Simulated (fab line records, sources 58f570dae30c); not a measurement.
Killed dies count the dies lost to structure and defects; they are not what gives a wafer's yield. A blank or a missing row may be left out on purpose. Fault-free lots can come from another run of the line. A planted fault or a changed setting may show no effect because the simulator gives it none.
fab line records | flow berkeley-cmos170
record lots=13 wafers=39 last-day=12
route steps=331 shown SILICIDE@214 M2@288 V2@304 M3@327
lots with no fault: from the same line, run without faults
start-h: start of the lot's first displayed wafer, in hours after the record's first day | wait-h: hours from the lot's prior step to this one | " the same as in the row above | L1.1+2: one row covering several wafers at once | - no value, or no start was given | * or withheld: withheld | < > ~ a bound
route shown NAME@n: NAME is a module with steps in the file, n the number in the route of the first one | usual: the fault-free wafers' mean and standard deviation | same: alike in all rows | chamber/n: place in a boat | sites: the reading at each site | _std_site: standard deviation of those values | _edge_site: outer sites' mean less inner sites' | radius-mm: for every site, how far away it sits from the centre of the wafer | mask NAME#n: copy n | behind: tool/chamber where the wafer was last shaped | hold: the reason the lot was held/the length of the hold in hours/how it ended | device: which transistor (n, p or np) failed to switch | end of line: tests run on the same wafers once the route is complete | where a step has no rows: the recipe by itself | killed: at the first sort, the dies lost to defects and structure; wafer yield is something else | map: a wafer's dies, marking killed ones x, the rest . and places with no die _
set.NAME: setting as actually run; set.NAME@STEP: the setting as run at that earlier step | model.NAME: the simulator's own value behind a step, which no gauge read
route steps across a sampled set of lots; one table per step, one row per wafer
services: from which hour (start-h, from the record's first day; less than 0 if before it) a tool's chamber was out of use, for how many hours, and why
## steps
# step UCB170_SILICIDE_RTA_04
# recipe temp-c=650 time-s=15 ambient=N2
# usual lamp-power-pct=10.40/0.25 wafer_temp_C_max=653.2/0.83
# columns lot.wafer tool chamber start-h wait-h lamp-power-pct wafer_temp_C_max
L999.1 rtp-anneal-01 0 143.54 0.1 10.18 653.0
L999.2 " 0 " " 10.18 652.3
L999.4 " 0 " " 10.17 652.7
L103.1 rtp-anneal-01 0 152.88 0.1 10.18 653.7
L103.2 " 0 " " 10.18 653.0
L103.5 " 0 " " 10.17 653.6
L100.1 rtp-anneal-02 0 152.98 0.1 10.67 654.5
L100.5 " 0 " " 10.67 654.1
L100.6 " 0 " " 10.66 653.4
L104.1 rtp-anneal-01 0 169.69 0.1 10.18 653.1
L104.3 " 0 " " 10.18 653.2
L104.4 " 0 " " 10.19 652.3
L102.3 rtp-anneal-02 0 169.87 0.1 10.67 653.4
L102.4 " 0 " " 10.67 654.4
L102.5 " 0 " " 10.67 653.5
L105.1 rtp-anneal-02 0 180.23 0.1 10.68 653.2
L105.2 " 0 " " 10.67 654.1
L105.6 " 0 " " 10.69 654.1
L108.2 rtp-anneal-01 0 194.28 0.1 10.18 652.1
L108.3 " 0 " " 10.19 653.3
L108.5 " 0 " " 10.17 652.5
L109.2 rtp-anneal-02 0 206.91 0.1 10.68 652.6
L109.4 " 0 " " 10.67 654.5
L109.6 " 0 " " 10.67 653.0
L112.2 rtp-anneal-01 0 206.91 0.1 10.19 652.5
L112.3 " 0 " " 10.16 653.8
L112.6 " 0 " " 10.17 652.2
L111.3 rtp-anneal-01 0 207.10 0.1 10.19 652.1
L111.5 " 0 " " 10.17 651.9
L111.6 " 0 " " 10.18 652.5
L118.4 rtp-anneal-01 0 241.90 0.1 10.17 652.8
L118.5 " 0 " " 10.17 652.1
L118.6 " 0 " " 10.17 651.5
L121.2 rtp-anneal-02 0 253.55 0.1 10.68 652.7
L121.5 " 0 " " 10.68 653.8
L121.6 " 0 " " 10.68 655.3
L120.1 rtp-anneal-01 0 253.93 0.1 10.19 652.2
L120.2 " 0 " " 10.18 652.6
L120.6 " 0 " " 10.16 652.0
# step UCB170_M2_ETCH_17
# recipe chemistry=N2/H2 target-depth-a=withheld overetch-a=withheld target=BARC time-s=withheld source-w=500 bias-w=100 pressure-mtorr=30 n2-flow-sccm=100 h2-flow-sccm=200
# usual drypump-motor-current-A=5.92/0.29 oes-product-au=0.996/0.029 throttle-valve-pct=13.30/0.14
# columns lot.wafer tool chamber start-h wait-h drypump-motor-current-A oes-product-au throttle-valve-pct
L999.1 rie-diel-01 3 162.31 0.0 5.79 1.039 13.34
L999.2 " 0 " " 5.58 0.985 13.32
L999.4 " 2 " " 5.65 0.989 13.27
L100.1 rie-diel-01 2 169.71 0.0 5.62 0.982 13.27
L100.5 " 2 " " 5.62 0.990 13.27
L100.6 " 0 " " 5.58 0.989 13.30
L103.1 rie-diel-01 3 172.08 0.0 5.79 1.043 13.35
L103.2 " 0 " " 5.59 0.985 13.31
L103.5 " 3 " " 5.76 1.031 13.35
L104.1 rie-diel-01 3 185.63 0.0 5.80 1.049 13.34
L104.3 " 1 " " 5.87 1.031 13.51
L104.4 " 0 " " 5.55 0.984 13.33
L102.3 rie-diel-03 3 186.17 0.0 5.76 0.995 13.30
L102.4 " 0 " " 5.59 0.960 13.25
L102.5 " 1 " " 6.36 0.955 13.26
L105.1 rie-diel-02 0 197.76 0.0 5.90 1.010 13.56
L105.2 " 2 " " 6.43 1.022 12.96
L105.6 " 2 " " 6.39 1.029 12.97
L108.2 rie-diel-01 1 212.21 0.0 5.92 1.022 13.54
L108.3 " 2 " " 5.62 0.994 13.31
L108.5 " 0 " " 5.57 0.973 13.32
L109.2 rie-diel-01 0 228.57 0.0 5.57 0.985 13.32
L109.4 " 2 " " 5.62 0.993 13.32
L109.6 " 1 " " 5.89 1.030 13.54
L112.2 rie-diel-03 2 229.13 0.0 6.04 0.989 13.24
L112.3 " 0 " " 5.57 0.952 13.26
L112.6 " 2 " " 6.04 0.983 13.26
L111.3 rie-diel-01 2 229.37 0.0 5.61 0.994 13.31
L111.5 " 2 " " 5.63 0.992 13.35
L111.6 " 1 " " 5.90 1.024 13.53
L118.4 rie-diel-02 2 256.42 0.0 6.40 1.027 12.97
L118.5 " 0 " " 5.89 1.018 13.56
L118.6 " 3 " " 6.37 0.977 13.31
L121.2 rie-diel-03 0 271.54 0.0 5.58 0.948 13.26
L121.5 " 2 " " 6.05 0.988 13.25
L121.6 " 1 " " 6.37 0.932 13.20
L120.1 rie-diel-02 1 271.80 0.0 6.20 0.993 13.18
L120.2 " 0 " " 5.88 1.035 13.58
L120.6 " 2 " " 6.36 1.027 12.95
# step UCB170_V2_CD_MEAS_12
# recipe target-cd-nm=700
# usual cd-nm=699.6/1.1
# columns lot.wafer tool chamber start-h wait-h cd-nm
L999.1 cd-sem-01 - 165.96 - 700.7
L999.2 " - " " 699.3
L999.4 " - " " 698.8
L100.1 cd-sem-01 - 171.99 - 700.9
L100.5 " - " " 700.7
L100.6 " - " " 701.0
L103.1 cd-sem-02 - 174.76 - 698.7
L103.2 " - " " 698.0
L103.5 " - " " 697.7
L104.1 cd-sem-01 - 188.11 - 700.2
L104.3 " - " " 700.6
L104.4 " - " " 699.9
L102.3 cd-sem-02 - 188.69 - 699.8
L102.4 " - " " 699.8
L102.5 " - " " 700.6
L105.1 cd-sem-01 - 200.37 - 697.4
L105.2 " - " " 698.4
L105.6 " - " " 699.4
L108.2 cd-sem-02 - 214.52 - 698.4
L108.3 " - " " 696.9
L108.5 " - " " 699.3
L109.2 cd-sem-01 - 230.79 - 700.2
L109.4 " - " " 698.5
L109.6 " - " " 699.7
L112.2 cd-sem-01 - 231.44 - 698.8
L112.3 " - " " 698.3
L112.6 " - " " 698.4
L111.3 cd-sem-01 - 231.82 - 699.4
L111.5 " - " " 699.1
L111.6 " - " " 699.5
L118.4 cd-sem-01 - 258.64 - 701.7
L118.5 " - " " 701.4
L118.6 " - " " 701.3
L121.2 cd-sem-01 - 274.23 - 701.4
L121.5 " - " " 698.9
L121.6 " - " " 699.1
L120.1 cd-sem-01 - 274.48 - 698.6
L120.2 " - " " 700.9
L120.6 " - " " 699.2
# step UCB170_M3_METAL_ETCH_18
# recipe chemistry=Cl2/BCl3 target=Al stop-on=SiO2 pressure-mtorr=12 target-depth-a=11700 over-etch-frac=0.3 time-s=195 icp-w=600 bias-w=120 Cl2_flow_sccm=90 bcl3-flow-sccm=45
# usual drypump-motor-current-A=5.4/0.35 mfc-cl2-sccm=90.03/0.26 oes-product-au=0.866/0.012 run-length-s=223.2/0.4 throttle-valve-pct=24.4/0.37
# same over-etch-frac=0.3
# columns lot.wafer tool chamber start-h wait-h drypump-motor-current-A mfc-cl2-sccm oes-product-au rf-hours-counter-h run-length-s throttle-valve-pct
L999.1 rie-metal-02 0 169.12 - 4.9 89.78 0.869 2 222.6 24.9
L999.2 " 1 " " 5.8 90.15 0.851 16 223.0 24.2
L999.4 " 1 " " 5.8 90.20 0.852 - 222.9 24.2
L100.1 rie-metal-01 1 175.35 - 5.2 89.57 0.846 11 223.7 23.8
L100.5 " 1 " " 5.2 89.59 0.840 - 223.9 23.8
L100.6 " 0 " " 5.6 90.44 0.865 - 223.3 24.5
L103.1 rie-metal-02 0 177.78 - 4.9 89.79 0.877 2 222.8 24.9
L103.2 " 1 " " 5.8 89.81 0.859 16 223.1 24.2
L103.5 " 0 " " 4.9 89.70 0.878 - 222.6 24.9
L104.1 rie-metal-01 0 191.71 - 5.6 90.29 0.865 10 223.5 24.5
L104.3 " 0 " " 5.6 89.77 0.854 - 223.3 24.5
L104.4 " 1 " " 5.2 89.88 0.861 - 223.5 23.7
L102.3 rie-metal-02 0 192.47 - 4.9 90.24 0.891 - 222.6 24.9
L102.4 " 1 " " 5.8 90.00 0.850 - 222.8 24.2
L102.5 " 0 " " 4.9 90.16 0.879 - 222.7 24.9
L105.1 rie-metal-01 0 203.30 - 5.6 90.47 0.865 10 223.5 24.5
L105.2 " 1 " " 5.2 89.75 0.853 12 223.5 23.7
L105.6 " 1 " " 5.2 89.97 0.855 - 223.5 23.8
L108.2 rie-metal-02 0 217.41 - 4.9 89.86 0.877 - 222.6 24.9
L108.3 " 0 " " 4.9 90.21 0.871 - 222.7 24.9
L108.5 " 0 " " 4.9 89.84 0.881 - 222.6 24.9
L109.2 rie-metal-03 1 234.37 - 5.8 90.12 0.876 4 223.0 24.2
L109.4 " 0 " " 5.1 90.16 0.864 - 223.0 24.5
L109.6 " 0 " " 5.1 89.94 0.860 - 222.8 24.5
L112.2 rie-metal-01 1 234.98 - 5.2 90.28 0.848 13 223.5 23.8
L112.3 " 0 " " 5.6 89.55 0.863 - 223.5 24.5
L112.6 " 0 " " 5.6 90.18 0.877 - 223.8 24.5
L111.3 rie-metal-02 1 236.03 - 5.8 89.76 0.866 - 223.1 24.3
L111.5 " 0 " " 4.9 89.87 0.881 - 222.7 24.9
L111.6 " 1 " " 5.8 90.32 0.870 - 222.6 24.3
L118.4 rie-metal-01 0 261.76 - 5.6 90.67 1.005 - 128.3 24.4
L118.5 " 1 " " 5.2 90.14 0.845 - 223.7 23.8
L118.6 " 0 " " 5.6 89.89 1.014 - 128.1 24.4
L121.2 rie-metal-02 1 277.58 - 5.8 89.68 0.865 2 223.0 24.3
L121.5 " 1 " " 5.7 90.26 0.864 - 223.1 24.3
L121.6 " 0 " " 4.9 90.35 0.880 - 222.6 24.9
L120.1 rie-metal-03 0 277.70 - 5.1 89.92 0.856 2 223.1 24.4
L120.2 " 1 " " 5.8 90.27 0.871 6 223.1 24.2
L120.6 " 1 " " 5.8 90.43 0.877 - 223.2 24.2
# step UCB170_M3_STRIP_19
# recipe chemistry=O2 power-w=400 pressure-mtorr=3500 platen-temp-c=withheld o2-flow-sccm=400 overash-fraction=0.5
# usual drypump-motor-current-A=5.9/0.34 o2-flow-sccm=400.0/1.1 oes-product-au=0.546/0.021
# columns lot.wafer tool chamber start-h wait-h drypump-motor-current-A o2-flow-sccm oes-product-au rf-hours-counter-h
L999.1 plasma-asher-03 1 169.31 0.1 6.0 400.8 0.515 3
L999.2 " 0 " " 6.1 399.1 0.515 3
L999.4 " 1 " " 6.0 400.9 0.527 -
L100.1 plasma-asher-01 0 175.54 0.1 5.1 401.0 0.567 48
L100.5 " 1 " " 6.1 401.5 0.560 -
L100.6 " 0 " " 5.1 399.8 0.549 -
L103.1 plasma-asher-03 0 177.97 0.1 6.1 397.8 0.534 4
L103.2 " 1 " " 6.0 400.1 0.526 4
L103.5 " 0 " " 6.1 398.7 0.537 -
L104.1 plasma-asher-02 0 191.90 0.1 6.3 399.6 0.524 48
L104.3 " 0 " " 6.2 398.4 0.527 -
L104.4 " 1 " " 5.4 398.8 0.564 -
L102.3 plasma-asher-02 0 192.63 0.1 6.2 399.8 0.526 -
L102.4 " 1 " " 5.4 400.6 0.531 -
L102.5 " 1 " " 5.4 400.7 0.532 -
L105.1 plasma-asher-01 0 203.49 0.1 5.2 398.8 0.549 51
L105.2 " 1 " " 6.1 402.3 0.582 51
L105.6 " 1 " " 6.1 400.0 0.564 -
L108.2 plasma-asher-03 0 217.73 0.2 6.1 401.3 0.534 8
L108.3 " 1 " " 6.0 398.8 0.525 -
L108.5 " 0 " " 6.1 400.7 0.527 -
L109.2 plasma-asher-01 0 234.56 0.1 5.2 399.8 0.571 54
L109.4 " 1 " " 6.1 401.5 0.520 -
L109.6 " 0 " " 5.2 400.1 0.523 -
L112.2 plasma-asher-02 1 235.16 0.1 5.4 401.2 0.563 52
L112.3 " 0 " " 6.3 400.6 0.545 -
L112.6 " 0 " " 6.3 398.9 0.547 -
L111.3 plasma-asher-03 1 236.19 0.1 6.1 397.6 0.544 -
L111.5 " 0 " " 6.1 400.3 0.541 -
L111.6 " 1 " " 6.0 400.5 0.548 -
L118.4 plasma-asher-03 0 261.92 0.1 6.1 399.8 0.717 -
L118.5 " 0 " " 6.1 398.6 0.571 -
L118.6 " 1 " " 6.0 401.7 0.721 -
L121.2 plasma-asher-03 0 277.77 0.1 6.1 401.4 0.544 15
L121.5 " 1 " " 6.1 399.6 0.547 -
L121.6 " 0 " " 6.1 400.3 0.525 -
L120.1 plasma-asher-02 1 277.89 0.1 5.4 398.7 0.524 56
L120.2 " 0 " " 6.3 399.2 0.566 56
L120.6 " 0 " " 6.3 399.2 0.573 -
# step UCB170_M3_CD_MEAS_90
# recipe target-cd-nm=700
# usual cd-nm=701/5.1
# columns lot.wafer tool chamber start-h wait-h hold cd-nm
L999.1 cd-sem-01 - 169.41 0.1 - 701
L999.2 " - " " - 698
L999.4 " - " " - 696
L100.1 cd-sem-02 - 175.64 0.1 - 699
L100.5 " - " " - 701
L100.6 " - " " - 704
L103.1 cd-sem-02 - 178.08 0.1 - 705
L103.2 " - " " - 705
L103.5 " - " " - 708
L104.1 cd-sem-01 - 192.00 0.1 - 699
L104.3 " - " " - 700
L104.4 " - " " - 699
L102.3 cd-sem-02 - 192.74 0.1 - 708
L102.4 " - " " - 710
L102.5 " - " " - 707
L105.1 cd-sem-01 - 203.85 0.3 - 693
L105.2 " - " " - 698
L105.6 " - " " - 696
L108.2 cd-sem-01 - 217.85 0.1 - 706
L108.3 " - " " - 706
L108.5 " - " " - 707
L109.2 cd-sem-02 - 234.70 0.1 - 700
L109.4 " - " " - 692
L109.6 " - " " - 693
L112.2 cd-sem-01 - 235.28 0.1 - 699
L112.3 " - " " - 695
L112.6 " - " " - 696
L111.3 cd-sem-02 - 236.29 0.1 - 703
L111.5 " - " " - 703
L111.6 " - " " - 705
L118.4 cd-sem-01 - 262.04 0.1 await-dispo/0.2h/release 722
L118.5 " - " " await-dispo/0.2h/release 694
L118.6 " - " " await-dispo/0.2h/release 720
L118.4 cd-sem-01 - 262.33 0.3 - 721
L118.5 " - " " - 694
L118.6 " - " " - 720
L121.2 cd-sem-02 - 277.89 0.1 - 709
L121.5 " - " " - 708
L121.6 " - " " - 706
L120.1 cd-sem-01 - 277.99 0.1 - 698
L120.2 " - " " - 704
L120.6 " - " " - 702
## services
# columns tool chamber start-h hours kind
plasma-asher-02 - 119.59 1.4 repair
plasma-asher-03 - 123.99 1.6 repair
rie-diel-02 2 125.65 4.1 repair
rie-diel-01 0 129.74 - clean
rie-diel-01 0 129.74 19.9 scheduled-down
rie-diel-01 0 129.74 19.9 vent-cycle
plasma-asher-01 - 130.21 3.3 repair
rie-metal-01 - 130.28 2.8 pm
rie-diel-02 - 137.97 0.4 repair
rie-metal-01 1 139.28 2.6 repair
rie-diel-02 0 143.24 6.6 repair
rie-diel-03 2 153.25 12.3 repair
plasma-asher-03 - 153.40 14.6 pm
rie-diel-02 2 158.73 5.1 repair
rie-diel-01 3 165.64 4.1 repair
plasma-asher-02 - 169.02 2.8 pm
rie-diel-01 2 180.28 - clean
rie-diel-01 2 180.28 31.7 scheduled-down
rie-diel-01 2 180.28 31.7 vent-cycle
rie-diel-03 1 191.26 13.5 repair
plasma-asher-03 - 194.99 2.1 repair
rie-diel-03 3 207.22 7.3 repair
plasma-asher-02 - 252.87 4.3 pm
plasma-asher-02 - 259.59 1.4 repair
## key
first-sign step=UCB170_M3_METAL_ETCH_18 reading=run-length-s direction=down sigmas=99+ usual=* struck=*
effect step=UCB170_M3_METAL_ETCH_18 reading=oes-product-au direction=up sigmas=12 usual=0.866 struck=1.009
effect step=UCB170_M3_STRIP_19 reading=oes-product-au direction=up sigmas=8.2 usual=0.546 struck=0.719
effect step=UCB170_M3_CD_MEAS_90 reading=visit direction=added
met-at UCB170_M3_METAL_ETCH_18
struck-lots L118
struck-wafers L118.4,L118.6
later-rows-left-out L118.4,L118.6
sort-left-out L118.4,L118.6
not-acting-at UCB170_SILICIDE_RTA_04,UCB170_M2_ETCH_17,UCB170_V2_CD_MEAS_12
onset-between 234.98 261.76
fault kind=process-parameter-drift tool=rie-metal-01 chamber=0 onset-h=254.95 steps=UCB170_M3_METAL_ETCH_18 channel=time-s offset=* shape=step end-h=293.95 acts-in=* stated=*
# sort-left-out: the simulated sort isn't trusted on such a fault, so these wafers' sort isn't shown, and their yield isn't known
# later-rows-left-out: the simulator's readings of these wafers behind a module that went badly wrong aren't trusted and aren't shown, but for the sort
